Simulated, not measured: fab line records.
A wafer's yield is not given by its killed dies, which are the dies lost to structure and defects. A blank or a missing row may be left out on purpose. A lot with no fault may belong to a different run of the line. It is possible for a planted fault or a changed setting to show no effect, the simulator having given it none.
8D (eight disciplines) problem report, filled in by code	flow rit_cmos	the parts of the form that need people (team, actions taken, sign-off) are left out

## 1. THE ISSUE
Mean REOX_OXIDE_THK at RIT_REOX_THK_MEAS_04: 28.4 nm over 9 wafers in 3 lots; fault-free wafers: 25.0 nm, standard deviation 0.55. That puts it +6.2 standard deviations away from the usual mean.
Earliest sighting: wafer L628.1 on film_metro-01 at day 5 01:40. Wafers with a number at this step in the record: 45, from 15 lots. By rule, "out" or "out of limits" means more than 4 standard deviations away from the usual mean. The rest of the wafers with a number are treated as sound.

## 2. WHAT THIS IS AND IS NOT
question	is	is not
which readings at this step	REOX_OXIDE_THK	-
which lots	L628, L629, L631	L618, L621, L622, L623, L626, L627, L632, L634, L635, L637, L638, L641
which wafers of those lots	all that have a number	-
read on which gauges	film_metro-01, film_metro-02	film_metro-04
when	from day 5 01:40	up to then (15 sound wafers); but 21 sound wafers of L627, L632, L634, L635, L637, L638, L641 came after

## 3. SUSPECTS, AND WHAT RULES EACH OUT
Counting: a tool stays on the suspect list if, at a process step up to the reading, it processed all lots that are out and no sound lot following the first of them.
- the gauge at RIT_REOX_THK_MEAS_04: ruled out. 2 gauges (film_metro-01, film_metro-02) read the wafers that are out.
- plasma_asher-04 at RIT_ACTIVE_STRIP_14 (strips in O2, time 180 s): ruled out as a lasting fault. Following L628 (day 3 18:27), the first lot on it that is out, the sound lots L637, L638 were run on it.
- furnace-04 at RIT_REOX_OXIDATION_03 (target thk 25.2 nm, ox time 5580 s): kept. All lots that are out passed through it, beginning with L628 at day 4 23:07, and no sound lot followed; its final sound lot before that point was L622 at day 3 20:37.
After counting, what remains is furnace-04 at RIT_REOX_OXIDATION_03.

## 4. THE CAUSE (what the simulator had put in)
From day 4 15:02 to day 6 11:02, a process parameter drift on furnace-04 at RIT_REOX_OXIDATION_03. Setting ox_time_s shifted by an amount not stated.
After counting, this tool was the only one left.

## 5. THE EFFECT CHAIN, in route order
One row per reading whose mean, taken over the struck wafers that have a number, lies over 3 standard deviations from the usual. Readings are gone through only where the record gives a usual standard deviation; hours: the median, over the lots, of the time from a lot's start at the first step in this table giving one to that lot's start at this step; sigmas: the change measured in usual standard deviations.
hours	step	reading	usual	on struck wafers	change	sigmas
0	RIT_REOX_THK_MEAS_04	REOX_OXIDE_THK	25.0 nm	28.4	+3.4	+6.2
Later measuring or inspecting steps at which every struck wafer that the step has a row for has a number for every such reading, and none has moved that far: RIT_M1_OVL_MEAS_10.

## 6. WHAT WOULD HAVE CAUGHT IT SOONER
The first out-of-limits reading at a measuring or inspecting step in this record came at day 5 01:40, 11 hours after the fault's start at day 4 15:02.
Of the tool readings at RIT_REOX_OXIDATION_03 for which the record gives a usual standard deviation, none was out on any struck wafer, so an alarm limit of 4 standard deviations on them would not have fired.
L629, L631, from the lots that are out (3), started RIT_REOX_OXIDATION_03 on furnace-04 later than day 5 01:40. A hold on the tool at that time would have spared those 2.
